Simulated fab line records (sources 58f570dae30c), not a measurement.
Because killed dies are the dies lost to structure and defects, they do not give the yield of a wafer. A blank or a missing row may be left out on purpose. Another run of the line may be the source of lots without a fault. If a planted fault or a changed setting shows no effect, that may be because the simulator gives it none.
Which of the tools did it? -- flow berkeley-cmos170 -- 6 lots with 18 wafers sampled at 3 steps, on a route of 331 steps

WHAT THE GAUGES READ, wafer by wafer
UCB170_M3_CD_MEAS_15 targets a cd of 700 nm.
lot,measured,on,cd-nm (nm)
L244,day 8 08:43,cd-sem-02,697.1 699.8 700.5
L245,day 8 17:24,cd-sem-01,700.6 699.6 698.5
L249,day 9 11:58,cd-sem-01,700.4 700.0 700.2
L253,day 10 13:08,cd-sem-02,698.5 697.9 699.6
L260,day 11 09:13,cd-sem-02,697.9 699.8 698.4
L264,day 12 16:17,cd-sem-01,702.5 700.7 701.2

EACH LOT AND THE TOOL THAT RAN IT (in order: tool; ch and the chambers of the sampled wafers; start)
lot,UCB170_PSD_CLEAN_11,UCB170_M3_PEB_13
L244,"wet-bench-03 ch 1, day 7 02:36","litho-track-03 ch 0, day 8 08:23"
L245,"wet-bench-03 ch 3, day 7 13:51","litho-track-02 ch 0, day 8 17:08"
L249,"wet-bench-01 ch 0, day 8 08:16","litho-track-03 ch 0, day 9 11:42"
L253,"wet-bench-03 ch 3, day 9 07:44","litho-track-02 ch 0, day 10 12:53"
L260,"wet-bench-02 ch 3, day 10 07:19","litho-track-04 ch 0, day 11 08:56"
L264,"wet-bench-02 ch 2, day 11 13:51","litho-track-04 ch 0, day 12 16:01"
- UCB170_PSD_CLEAN_11: cleans in SPM, time 600 s.
- UCB170_M3_PEB_13

THE ANSWER, worked out from the rows above alone
Rule: usual is defined by the lots themselves. The widest of any qualifying gaps counts: lots, ordered by their means at a reading, are off when they make up no more than a third of the lots, leave a main group of 4 or more, and stand apart from it by 3 or more times the standard deviation of that group's means. Not used: any main group whose means are identical at the precision the tables above print for the reading. A lot without any number at a reading at which 4 lots or more have one is off too. Where the step has rows for the other lots, those lots are counted as sound.
No lot is off at any reading shown: from this, nothing can be told.

WHAT THE SIMULATOR PUT IN
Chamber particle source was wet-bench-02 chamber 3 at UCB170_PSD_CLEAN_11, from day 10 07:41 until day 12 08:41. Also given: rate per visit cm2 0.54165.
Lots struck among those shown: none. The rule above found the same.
